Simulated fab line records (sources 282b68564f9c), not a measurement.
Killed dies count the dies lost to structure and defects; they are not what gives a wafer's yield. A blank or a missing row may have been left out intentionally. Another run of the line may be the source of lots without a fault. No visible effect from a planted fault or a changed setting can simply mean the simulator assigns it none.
fab line records -- flow rit_cmos -- part 1 of 2: steps 1 to 35 of 46
record: lots: 5, wafers: 15, last_day: 7
route steps=202 shown GATE@85 REOX@98 NLDD@103 PLDD@114 SPACER@125
lots that met no fault: from a run of the same line without faults
start_h: the number of hours between the record's first day and the start of the first shown wafer of the lot -- wait_h: how many hours have passed since the lot's step before this one -- " the same as in the row above -- L1.1+2: one row covering several wafers at once -- - value missing, or start not given -- * or withheld: withheld -- < > ~ a bound
route shown NAME@n: a module of which the file shows steps, and the number in the route of the first -- usual: mean/standard deviation of fault-free wafers -- same: alike in all rows -- chamber/n: place in a boat -- sites: readings site by site -- _std_site: how widely they spread, as a standard deviation -- _edge_site: outer sites' mean less inner sites' -- radius_mm: how far each site lies from the wafer's centre -- mask NAME#n: copy n -- behind: the last tool/chamber to shape the wafer -- hold: what put the lot on hold/how long, in hours/how the hold closed -- device: the transistor (n, p or np) that didn't switch -- end of line: the tests these same wafers got at the end of their route -- where a step has no rows: the recipe by itself -- killed: the dies lost at the first sort to structure and to defects; this is not the yield of the wafer -- map: a wafer's dies, marking killed ones x, the rest . and places with no die _
set.NAME: the setting as run; set.NAME@STEP: as run at that earlier step -- model.NAME: the simulator's own value behind a step, which no gauge read
lots seen at some steps along the route; tables by step, rows by wafer
services: when a tool's chamber went out of use (start_h, in hours from the record's first day, below 0 if earlier), for how many hours, and the reason
== steps ==
step: RIT_GATE_THK_MEAS_09
recipe: reads: poly-Si_of_GATE_CVD_08
usual: GATE_POLY_THK: 248.8/2.6
lot.wafer,tool,chamber,start_h,wait_h,GATE_POLY_THK[nm]
L084.1,film_metro-03,-,90.71,0.0,246.8
L084.2,film_metro-03,-,90.71,0.0,247.0
L084.4,film_metro-03,-,90.71,0.0,249.4
L087.2,film_metro-04,-,103.06,0.0,249.3
L087.4,film_metro-04,-,103.06,0.0,248.3
L087.5,film_metro-04,-,103.06,0.0,248.6
L089.1,film_metro-03,-,112.52,0.0,255.0
L089.2,film_metro-03,-,112.52,0.0,251.5
L089.6,film_metro-03,-,112.52,0.0,250.0
L093.2,film_metro-01,-,134.41,0.0,249.3
L093.3,film_metro-01,-,134.41,0.0,248.4
L093.6,film_metro-01,-,134.41,0.0,249.5
L095.2,film_metro-01,-,143.91,0.0,253.5
L095.5,film_metro-01,-,143.91,0.0,253.7
L095.6,film_metro-01,-,143.91,0.0,251.5
step: RIT_GATE_HMDS_10
recipe: prime_time_s: 60, prime_temp_c: 140
lot.wafer,tool,chamber,start_h,wait_h
L084.1+2+4,litho_track-04,0,90.86,0.1
L087.2+4+5,litho_track-04,0,103.14,0.1
L089.1+2+6,litho_track-02,0,112.58,0.1
L093.2+3+6,litho_track-04,0,134.48,0.1
L095.2+5+6,litho_track-03,0,143.98,0.1
step: RIT_GATE_COAT_11
recipe: resist: NOVOLAK, spin_rpm: 4250, resist_thk_nm: 850
usual: spin_speed_rpm: 4249.9/2.9
lot.wafer,tool,chamber,start_h,wait_h,spin_speed_rpm
L084.1,litho_track-04,0,91.01,0.1,4247.3
L084.2,litho_track-04,0,91.01,0.1,4251.4
L084.4,litho_track-04,0,91.01,0.1,4247.5
L087.2,litho_track-04,0,103.29,0.1,4251.5
L087.4,litho_track-04,0,103.29,0.1,4249.7
L087.5,litho_track-04,0,103.29,0.1,4255.5
L089.1,litho_track-02,0,112.73,0.1,4248.0
L089.2,litho_track-02,0,112.73,0.1,4248.4
L089.6,litho_track-02,0,112.73,0.1,4244.3
L093.2,litho_track-04,0,134.63,0.1,4249.7
L093.3,litho_track-04,0,134.63,0.1,4251.1
L093.6,litho_track-04,0,134.63,0.1,4250.2
L095.2,litho_track-03,0,144.13,0.1,4247.9
L095.5,litho_track-03,0,144.13,0.1,4246.3
L095.6,litho_track-03,0,144.13,0.1,4249.8
step: RIT_GATE_SOFTBAKE_12
recipe: resist: NOVOLAK, temp_c: 90, time_s: 60
lot.wafer,tool,chamber,start_h,wait_h
L084.1+2+4,litho_track-04,0,91.16,0.1
L087.2+4+5,litho_track-04,0,103.44,0.1
L089.1+2+6,litho_track-02,0,112.88,0.1
L093.2+3+6,litho_track-04,0,134.78,0.1
L095.2+5+6,litho_track-03,0,144.28,0.1
step: RIT_GATE_EXPOSE_13
recipe: mask_id: M6, na: 0.6, source_shape: conventional, sigma_outer: 0.6, target_cd_nm: 150, dose_mj: 388.4
lot.wafer,tool,chamber,start_h,wait_h,mask
L084.1+2+4,iline_stepper-01,0,91.43,0.2,M6#0
L087.2+4+5,iline_stepper-02,0,103.64,0.2,M6#0
L089.1+2+6,iline_stepper-01,0,113.16,0.2,M6#0
L093.2+3+6,iline_stepper-01,0,135.05,0.2,M6#0
L095.2+5+6,iline_stepper-01,0,144.43,0.1,M6#0
step: RIT_GATE_PEB_14
recipe: resist: NOVOLAK, temp_c: withheld, time_s: withheld
lot.wafer,tool,chamber,start_h,wait_h
L084.1+2+4,litho_track-03,0,91.55,0.1
L087.2+4+5,litho_track-04,0,103.76,0.1
L089.1+2+6,litho_track-02,0,113.28,0.1
L093.2+3+6,litho_track-03,0,135.17,0.1
L095.2+5+6,litho_track-03,0,144.55,0.1
step: RIT_GATE_DEVELOP_15
recipe: resist: NOVOLAK, develop_time_s: 50, dev_temp_c: 23
lot.wafer,tool,chamber,start_h,wait_h
L084.1+2+4,litho_track-03,0,-,-
L087.2+4+5,litho_track-04,0,-,-
L089.1+2+6,litho_track-02,0,-,-
L093.2+3+6,litho_track-03,0,-,-
L095.2+5+6,litho_track-03,0,-,-
step: RIT_GATE_CD_MEAS_16
recipe: target_cd_nm: 150
usual: cd_nm: 150.4/2.3
lot.wafer,tool,chamber,start_h,wait_h,cd_nm
L084.1,cd_sem-01,-,91.92,-,150.1
L084.2,cd_sem-01,-,91.92,-,148.8
L084.4,cd_sem-01,-,91.92,-,147.7
L087.2,cd_sem-02,-,104.04,-,146.6
L087.4,cd_sem-02,-,104.04,-,148.2
L087.5,cd_sem-02,-,104.04,-,150.0
L089.1,cd_sem-01,-,113.56,-,152.7
L089.2,cd_sem-01,-,113.56,-,151.8
L089.6,cd_sem-01,-,113.56,-,152.5
L093.2,cd_sem-01,-,135.45,-,149.8
L093.3,cd_sem-01,-,135.45,-,149.7
L093.6,cd_sem-01,-,135.45,-,151.9
L095.2,cd_sem-01,-,144.83,-,151.2
L095.5,cd_sem-01,-,144.83,-,151.4
L095.6,cd_sem-01,-,144.83,-,150.0
step: RIT_GATE_OVL_MEAS_17
usual: GATE_OVL: -0.9/1.4
lot.wafer,tool,chamber,start_h,wait_h,GATE_OVL[nm]
L084.1,overlay-02,-,92.04,0.1,-1.4
L084.2,overlay-02,-,92.04,0.1,-2.1
L084.4,overlay-02,-,92.04,0.1,-2.5
L087.2,overlay-02,-,104.14,0.1,-2.1
L087.4,overlay-02,-,104.14,0.1,-2.8
L087.5,overlay-02,-,104.14,0.1,-2.5
L089.1,overlay-02,-,113.68,0.1,-1.3
L089.2,overlay-02,-,113.68,0.1,-2.6
L089.6,overlay-02,-,113.68,0.1,-1.7
L093.2,overlay-01,-,135.56,0.1,-1.5
L093.3,overlay-01,-,135.56,0.1,-2.8
L093.6,overlay-01,-,135.56,0.1,0.1
L095.2,overlay-02,-,144.94,0.1,-2.9
L095.5,overlay-02,-,144.94,0.1,-3.3
L095.6,overlay-02,-,144.94,0.1,-2.9
step: RIT_GATE_HARDBAKE_18
recipe: resist: NOVOLAK, temp_c: 140, time_s: 60
lot.wafer,tool,chamber,start_h,wait_h
L084.1+2+4,litho_track-04,0,92.07,0.0
L087.2+4+5,litho_track-04,0,104.20,0.0
L089.1+2+6,litho_track-04,0,113.71,0.0
L093.2+3+6,litho_track-04,0,135.61,0.0
L095.2+5+6,litho_track-02,0,144.99,0.0
step: RIT_GATE_ETCH_19
recipe: chemistry: SF6/CHF3/O2, time_s: 165, SF6_flow_sccm: 30, CHF3_flow_sccm: 30, O2_flow_sccm: 5, target: poly-Si, pressure_mtorr: 40, rf_w: 160, target_depth_a: 3125, over_etch_frac: 0.25, stop_on: SiO2
usual: drypump_motor_current_A: 5.7/0.31, oes_product_au: 0.844/0.014, throttle_valve_pct: 10.28/0.12
lot.wafer,tool,chamber,start_h,wait_h,drypump_motor_current_A,oes_product_au,rf_hours_counter_h,throttle_valve_pct
L084.1,rie_si-02,0,92.22,0.1,6.2,0.851,73,10.17
L084.2,rie_si-02,3,92.22,0.1,5.8,0.840,61,10.48
L084.4,rie_si-02,1,92.22,0.1,5.6,0.854,46,10.35
L087.2,rie_si-01,1,104.32,0.1,5.7,0.843,79,10.33
L087.4,rie_si-01,2,104.32,0.1,5.4,0.861,0,10.17
L087.5,rie_si-01,3,104.32,0.1,6.3,0.847,-,10.16
L089.1,rie_si-01,1,113.86,0.1,5.7,0.861,79,10.32
L089.2,rie_si-01,3,113.86,0.1,6.3,0.859,55,10.14
L089.6,rie_si-01,1,113.86,0.1,5.7,0.838,-,10.32
L093.2,rie_si-01,2,135.74,0.1,5.4,0.848,1,10.14
L093.3,rie_si-01,0,135.74,0.1,5.5,0.824,94,10.37
L093.6,rie_si-01,0,135.74,0.1,5.5,0.824,-,10.38
L095.2,rie_si-01,0,145.12,0.1,5.5,0.836,94,10.38
L095.5,rie_si-01,2,145.12,0.1,5.4,0.870,-,10.14
L095.6,rie_si-01,1,145.12,0.1,5.7,0.865,-,10.34
step: RIT_GATE_STRIP_20
recipe: chemistry: O2, time_s: 180, resist: NOVOLAK, platen_temp_c: withheld, power_w: 500, pressure_mtorr: 4000, o2_flow_sccm: 4149
usual: drypump_motor_current_A: 5.84/0.3
lot.wafer,tool,chamber,start_h,wait_h,drypump_motor_current_A,rf_hours_counter_h
L084.1,plasma_asher-04,1,92.33,0.1,5.60,44
L084.2,plasma_asher-04,0,92.33,0.1,5.43,44
L084.4,plasma_asher-04,1,92.33,0.1,5.58,-
L087.2,plasma_asher-03,0,104.43,0.1,6.05,31
L087.4,plasma_asher-03,0,104.43,0.1,6.07,-
L087.5,plasma_asher-03,0,104.43,0.1,6.05,-
L089.1,plasma_asher-03,1,113.97,0.1,5.78,33
L089.2,plasma_asher-03,0,113.97,0.1,6.06,33
L089.6,plasma_asher-03,0,113.97,0.1,6.05,-
L093.2,plasma_asher-01,1,135.84,0.1,5.55,50
L093.3,plasma_asher-01,0,135.84,0.1,6.24,-
L093.6,plasma_asher-01,1,135.84,0.1,5.54,-
L095.2,plasma_asher-03,1,145.22,0.1,5.83,36
L095.5,plasma_asher-03,1,145.22,0.1,5.81,-
L095.6,plasma_asher-03,0,145.22,0.1,6.04,-
step: RIT_GATE_CD_MEAS_90
recipe: target_cd_nm: 150
usual: cd_nm: 150.3/2.3
lot.wafer,tool,chamber,start_h,wait_h,cd_nm
L084.1,cd_sem-01,-,92.51,0.1,149.7
L084.2,cd_sem-01,-,92.51,0.1,149.3
L084.4,cd_sem-01,-,92.51,0.1,146.9
L087.2,cd_sem-02,-,104.63,0.1,146.6
L087.4,cd_sem-02,-,104.63,0.1,147.6
L087.5,cd_sem-02,-,104.63,0.1,149.8
L089.1,cd_sem-02,-,114.15,0.1,153.4
L089.2,cd_sem-02,-,114.15,0.1,152.4
L089.6,cd_sem-02,-,114.15,0.1,152.1
L093.2,cd_sem-02,-,136.04,0.1,149.5
L093.3,cd_sem-02,-,136.04,0.1,150.5
L093.6,cd_sem-02,-,136.04,0.1,151.7
L095.2,cd_sem-02,-,145.42,0.1,150.9
L095.5,cd_sem-02,-,145.42,0.1,150.7
L095.6,cd_sem-02,-,145.42,0.1,149.5
step: RIT_REOX_CLEAN_00
recipe: chemistry: SC1, mix: 3:3:50, time_s: 600, temp_c: 75
lot.wafer,tool,chamber,start_h,wait_h
L084.1+2+4,wet_bench-04,2,92.63,0.1
L087.2+4+5,wet_bench-01,1,104.73,0.1
L089.1+2+6,wet_bench-02,2,114.27,0.1
L093.2+3+6,wet_bench-01,2,136.14,0.1
L095.2+5+6,wet_bench-02,1,145.52,0.1
step: RIT_REOX_CLEAN_01
recipe: chemistry: dHF, dilution: 50:1, time_s: 30
lot.wafer,tool,chamber,start_h,wait_h
L084.1+2+4,wet_bench-02,1,92.80,0.0
L087.2+4+5,wet_bench-04,2,104.90,0.0
L089.1+2+6,wet_bench-01,2,114.44,0.0
L093.2+3+6,wet_bench-04,2,136.31,0.0
L095.2+5+6,wet_bench-04,0,145.69,0.0
step: RIT_REOX_CLEAN_02
recipe: chemistry: SC2, mix: 3:3:50, time_s: 600, temp_c: 75, dry: n2_spin
lot.wafer,tool,chamber,start_h,wait_h
L084.1+2+4,wet_bench-01,3,92.82,0.0
L087.2+4+5,wet_bench-02,0,104.92,0.0
L089.1+2+6,wet_bench-04,3,114.46,0.0
L093.2+3+6,wet_bench-01,0,136.35,0.0
L095.2+5+6,wet_bench-01,1,145.73,0.0
step: RIT_REOX_OXIDATION_03
recipe: temp_c: 900, ambient: O2, target_thk_a: 252, ox_time_s: 5580
usual: ox_temp_c_max: 905.6/1.4, spike_tc_centre_C: 903.2/1.1, tube_center_temp_C_max: 902.3/0.36
lot.wafer,tool,chamber,start_h,wait_h,ox_temp_c_max,spike_tc_centre_C,tube_center_temp_C_max
L084.1,furnace-01,0,93.29,0.3,905.2,903.4,902.3
L084.2,furnace-01,0,93.29,0.3,903.6,901.1,902.2
L084.4,furnace-01,0,93.29,0.3,902.8,905.3,902.6
L087.2,furnace-03,0,106.43,1.3,905.2,903.1,901.8
L087.4,furnace-03,0,106.43,1.3,905.8,904.6,901.8
L087.5,furnace-03,0,106.43,1.3,904.2,903.3,902.2
L089.1,furnace-04,0,115.44,0.8,905.2,901.8,901.7
L089.2,furnace-04,0,115.44,0.8,906.6,905.0,901.9
L089.6,furnace-04,0,115.44,0.8,906.7,901.6,902.1
L093.2,furnace-01,0,137.32,0.8,904.8,901.9,902.3
L093.3,furnace-01,0,137.32,0.8,904.2,902.7,902.3
L093.6,furnace-01,0,137.32,0.8,904.6,904.1,902.3
L095.2,furnace-01,0,146.10,0.2,904.1,905.0,903.2
L095.5,furnace-01,0,146.10,0.2,904.2,904.4,902.3
L095.6,furnace-01,0,146.10,0.2,904.2,902.8,901.8
step: RIT_REOX_THK_MEAS_04
recipe: reads: SiO2_of_REOX_OXIDATION_03
usual: REOX_OXIDE_THK: 25.3/0.42
lot.wafer,tool,chamber,start_h,wait_h,REOX_OXIDE_THK[nm]
L084.1,film_metro-02,-,95.84,0.0,25.1
L084.2,film_metro-02,-,95.84,0.0,25.4
L084.4,film_metro-02,-,95.84,0.0,25.2
L087.2,film_metro-03,-,108.99,0.0,25.8
L087.4,film_metro-03,-,108.99,0.0,25.7
L087.5,film_metro-03,-,108.99,0.0,25.7
L089.1,film_metro-03,-,117.99,0.0,26.0
L089.2,film_metro-03,-,117.99,0.0,25.8
L089.6,film_metro-03,-,117.99,0.0,25.8
L093.2,film_metro-03,-,139.88,0.0,25.0
L093.3,film_metro-03,-,139.88,0.0,25.2
L093.6,film_metro-03,-,139.88,0.0,25.6
L095.2,film_metro-03,-,148.66,0.0,24.7
L095.5,film_metro-03,-,148.66,0.0,25.5
L095.6,film_metro-03,-,148.66,0.0,25.2
step: RIT_NLDD_HMDS_00
recipe: prime_time_s: 60, prime_temp_c: 140
lot.wafer,tool,chamber,start_h,wait_h
L084.1+2+4,litho_track-01,0,95.90,0.1
L087.2+4+5,litho_track-02,0,109.07,0.1
L089.1+2+6,litho_track-01,0,118.05,0.1
L093.2+3+6,litho_track-03,0,139.95,0.1
L095.2+5+6,litho_track-02,0,148.74,0.1
step: RIT_NLDD_COAT_01
recipe: resist: NOVOLAK, spin_rpm: 3250, resist_thk_nm: 1000
usual: spin_speed_rpm: 3250.2/1.6
lot.wafer,tool,chamber,start_h,wait_h,spin_speed_rpm
L084.1,litho_track-01,0,96.05,0.1,3249.8
L084.2,litho_track-01,0,96.05,0.1,3248.7
L084.4,litho_track-01,0,96.05,0.1,3247.9
L087.2,litho_track-02,0,109.22,0.1,3250.4
L087.4,litho_track-02,0,109.22,0.1,3250.2
L087.5,litho_track-02,0,109.22,0.1,3249.7
L089.1,litho_track-01,0,118.20,0.1,3248.0
L089.2,litho_track-01,0,118.20,0.1,3248.9
L089.6,litho_track-01,0,118.20,0.1,3249.4
L093.2,litho_track-03,0,140.10,0.1,3253.0
L093.3,litho_track-03,0,140.10,0.1,3251.5
L093.6,litho_track-03,0,140.10,0.1,3251.5
L095.2,litho_track-02,0,148.89,0.1,3249.2
L095.5,litho_track-02,0,148.89,0.1,3250.2
L095.6,litho_track-02,0,148.89,0.1,3247.0
step: RIT_NLDD_SOFTBAKE_02
recipe: resist: NOVOLAK, temp_c: 90, time_s: 60
lot.wafer,tool,chamber,start_h,wait_h
L084.1+2+4,litho_track-01,0,96.20,0.1
L087.2+4+5,litho_track-02,0,109.37,0.1
L089.1+2+6,litho_track-01,0,118.35,0.1
L093.2+3+6,litho_track-03,0,140.25,0.1
L095.2+5+6,litho_track-02,0,149.04,0.1
step: RIT_NLDD_EXPOSE_03
recipe: mask_id: M7, na: 0.57, target_cd_nm: 40700, dose_mj: 250
lot.wafer,tool,chamber,start_h,wait_h,mask
L084.1+2+4,iline_stepper-02,0,96.48,0.2,M7#0
L087.2+4+5,iline_stepper-02,0,109.64,0.2,M7#0
L089.1+2+6,iline_stepper-01,0,118.63,0.2,M7#0
L093.2+3+6,iline_stepper-02,0,140.40,0.1,M7#0
L095.2+5+6,iline_stepper-01,0,149.18,0.1,M7#0
step: RIT_NLDD_PEB_04
recipe: resist: NOVOLAK, temp_c: withheld, time_s: withheld
lot.wafer,tool,chamber,start_h,wait_h
L084.1+2+4,litho_track-02,0,96.60,0.1
L087.2+4+5,litho_track-03,0,109.76,0.1
L089.1+2+6,litho_track-01,0,118.74,0.1
L093.2+3+6,litho_track-02,0,140.52,0.1
L095.2+5+6,litho_track-03,0,149.45,0.3
step: RIT_NLDD_DEVELOP_05
recipe: resist: NOVOLAK, develop_time_s: 50, dev_temp_c: 23
lot.wafer,tool,chamber,start_h,wait_h
L084.1+2+4,litho_track-02,0,-,-
L087.2+4+5,litho_track-03,0,-,-
L089.1+2+6,litho_track-01,0,-,-
L093.2+3+6,litho_track-02,0,-,-
L095.2+5+6,litho_track-03,0,-,-
step: RIT_NLDD_OVL_MEAS_06
usual: NLDD_OVL: 0.3/1.3
lot.wafer,tool,chamber,start_h,wait_h,NLDD_OVL[nm]
L084.1,overlay-02,-,96.88,-,-0.8
L084.2,overlay-02,-,96.88,-,-1.4
L084.4,overlay-02,-,96.88,-,-2.8
L087.2,overlay-01,-,110.02,-,0.6
L087.4,overlay-01,-,110.02,-,1.0
L087.5,overlay-01,-,110.02,-,1.8
L089.1,overlay-01,-,119.03,-,0.8
L089.2,overlay-01,-,119.03,-,-0.7
L089.6,overlay-01,-,119.03,-,-1.9
L093.2,overlay-02,-,140.78,-,-0.9
L093.3,overlay-02,-,140.78,-,-0.6
L093.6,overlay-02,-,140.78,-,0.3
L095.2,overlay-01,-,149.72,-,0.9
L095.5,overlay-01,-,149.72,-,-0.9
L095.6,overlay-01,-,149.72,-,0.9
step: RIT_NLDD_HARDBAKE_07
recipe: resist: NOVOLAK, temp_c: 140, time_s: 60
lot.wafer,tool,chamber,start_h,wait_h
L084.1+2+4,litho_track-01,0,96.91,0.0
L087.2+4+5,litho_track-02,0,110.08,0.0
L089.1+2+6,litho_track-03,0,119.06,0.0
L093.2+3+6,litho_track-03,0,140.84,0.0
L095.2+5+6,litho_track-03,0,149.77,0.0
step: RIT_NLDD_IMPLANT_08
recipe: species: P, energy_kev: 20, dose_cm2: 5e+14, tilt_deg: 7
usual: beam_energy_keV: 20.001/0.0051
lot.wafer,tool,chamber,start_h,wait_h,beam_energy_keV
L084.1,implanter-02,0,97.06,0.1,19.992
L084.2,implanter-02,0,97.06,0.1,20.000
L084.4,implanter-02,0,97.06,0.1,19.993
L087.2,implanter-02,0,110.23,0.1,20.004
L087.4,implanter-02,0,110.23,0.1,19.999
L087.5,implanter-02,0,110.23,0.1,20.005
L089.1,implanter-02,0,119.21,0.1,20.006
L089.2,implanter-02,0,119.21,0.1,20.009
L089.6,implanter-02,0,119.21,0.1,20.003
L093.2,implanter-01,0,140.99,0.1,20.000
L093.3,implanter-01,0,140.99,0.1,20.006
L093.6,implanter-01,0,140.99,0.1,20.004
L095.2,implanter-02,0,149.92,0.1,20.004
L095.5,implanter-02,0,149.92,0.1,19.996
L095.6,implanter-02,0,149.92,0.1,20.000
step: RIT_NLDD_STRIP_09
recipe: chemistry: O2, time_s: 180, resist: NOVOLAK, platen_temp_c: withheld, power_w: 500, pressure_mtorr: 4000, o2_flow_sccm: 4000
usual: drypump_motor_current_A: 5.85/0.24
lot.wafer,tool,chamber,start_h,wait_h,drypump_motor_current_A,rf_hours_counter_h
L084.1,plasma_asher-02,1,97.21,0.1,6.13,45
L084.2,plasma_asher-02,0,97.21,0.1,5.88,45
L084.4,plasma_asher-02,0,97.21,0.1,5.86,-
L087.2,plasma_asher-03,1,110.35,0.1,5.81,32
L087.4,plasma_asher-03,1,110.35,0.1,5.81,-
L087.5,plasma_asher-03,1,110.35,0.1,5.83,-
L089.1,plasma_asher-02,1,119.36,0.1,6.18,48
L089.2,plasma_asher-02,0,119.36,0.1,5.83,48
L089.6,plasma_asher-02,0,119.36,0.1,5.81,-
L093.2,plasma_asher-03,1,141.11,0.1,5.81,36
L093.3,plasma_asher-03,1,141.11,0.1,5.85,-
L093.6,plasma_asher-03,0,141.11,0.1,6.07,-
L095.2,plasma_asher-02,0,150.05,0.1,5.85,51
L095.5,plasma_asher-02,1,150.05,0.1,6.14,-
L095.6,plasma_asher-02,0,150.05,0.1,5.88,-
step: RIT_NLDD_TW_MEAS_10
usual: NLDD_TW: 2466/27
lot.wafer,tool,chamber,start_h,wait_h,NLDD_TW
L084.1,film_metro-02,-,97.39,0.1,2468
L084.2,film_metro-02,-,97.39,0.1,2482
L084.4,film_metro-02,-,97.39,0.1,2465
L087.2,film_metro-02,-,110.54,0.1,2482
L087.4,film_metro-02,-,110.54,0.1,2483
L087.5,film_metro-02,-,110.54,0.1,2495
L089.1,film_metro-03,-,119.54,0.1,2489
L089.2,film_metro-03,-,119.54,0.1,2482
L089.6,film_metro-03,-,119.54,0.1,2481
L093.2,film_metro-01,-,141.30,0.1,2415
L093.3,film_metro-01,-,141.30,0.1,2429
L093.6,film_metro-01,-,141.30,0.1,2427
L095.2,film_metro-03,-,150.23,0.1,2494
L095.5,film_metro-03,-,150.23,0.1,2503
L095.6,film_metro-03,-,150.23,0.1,2513
step: RIT_PLDD_HMDS_00
recipe: prime_time_s: 60, prime_temp_c: 140
lot.wafer,tool,chamber,start_h,wait_h
L084.1+2+4,litho_track-02,0,97.45,0.1
L087.2+4+5,litho_track-02,0,110.61,0.1
L089.1+2+6,litho_track-02,0,119.60,0.1
L093.2+3+6,litho_track-04,0,141.37,0.1
L095.2+5+6,litho_track-02,0,150.31,0.1
step: RIT_PLDD_COAT_01
recipe: resist: NOVOLAK, spin_rpm: 3250, resist_thk_nm: 1000
usual: spin_speed_rpm: 3249.9/1.9
lot.wafer,tool,chamber,start_h,wait_h,spin_speed_rpm
L084.1,litho_track-02,0,97.60,0.1,3249.5
L084.2,litho_track-02,0,97.60,0.1,3249.3
L084.4,litho_track-02,0,97.60,0.1,3252.4
L087.2,litho_track-02,0,110.76,0.1,3249.9
L087.4,litho_track-02,0,110.76,0.1,3250.7
L087.5,litho_track-02,0,110.76,0.1,3249.6
L089.1,litho_track-02,0,119.75,0.1,3250.4
L089.2,litho_track-02,0,119.75,0.1,3248.5
L089.6,litho_track-02,0,119.75,0.1,3248.9
L093.2,litho_track-04,0,141.52,0.1,3249.8
L093.3,litho_track-04,0,141.52,0.1,3248.6
L093.6,litho_track-04,0,141.52,0.1,3247.8
L095.2,litho_track-02,0,150.46,0.1,3249.9
L095.5,litho_track-02,0,150.46,0.1,3252.1
L095.6,litho_track-02,0,150.46,0.1,3250.0
step: RIT_PLDD_SOFTBAKE_02
recipe: resist: NOVOLAK, temp_c: 90, time_s: 60
lot.wafer,tool,chamber,start_h,wait_h
L084.1+2+4,litho_track-02,0,97.75,0.1
L087.2+4+5,litho_track-02,0,110.91,0.1
L089.1+2+6,litho_track-02,0,119.90,0.1
L093.2+3+6,litho_track-04,0,141.67,0.1
L095.2+5+6,litho_track-02,0,150.61,0.1
step: RIT_PLDD_EXPOSE_03
recipe: mask_id: M8, na: 0.57, target_cd_nm: 40900, dose_mj: 250
lot.wafer,tool,chamber,start_h,wait_h,mask
L084.1+2+4,iline_stepper-02,0,97.90,0.1,M8#0
L087.2+4+5,iline_stepper-01,0,111.18,0.2,M8#0
L089.1+2+6,iline_stepper-02,0,120.17,0.2,M8#0
L093.2+3+6,iline_stepper-01,0,141.94,0.2,M8#0
L095.2+5+6,iline_stepper-02,0,150.88,0.2,M8#0
step: RIT_PLDD_PEB_04
recipe: resist: NOVOLAK, temp_c: withheld, time_s: withheld
lot.wafer,tool,chamber,start_h,wait_h
L084.1+2+4,litho_track-02,0,98.02,0.1
L087.2+4+5,litho_track-01,0,111.30,0.1
L089.1+2+6,litho_track-02,0,120.34,0.1
L093.2+3+6,litho_track-04,0,142.10,0.1
L095.2+5+6,litho_track-01,0,151.00,0.1
step: RIT_PLDD_DEVELOP_05
recipe: resist: NOVOLAK, develop_time_s: 51.09, dev_temp_c: 23
lot.wafer,tool,chamber,start_h,wait_h
L084.1+2+4,litho_track-02,0,-,-
L087.2+4+5,litho_track-01,0,-,-
L089.1+2+6,litho_track-02,0,-,-
L093.2+3+6,litho_track-04,0,-,-
L095.2+5+6,litho_track-01,0,-,-
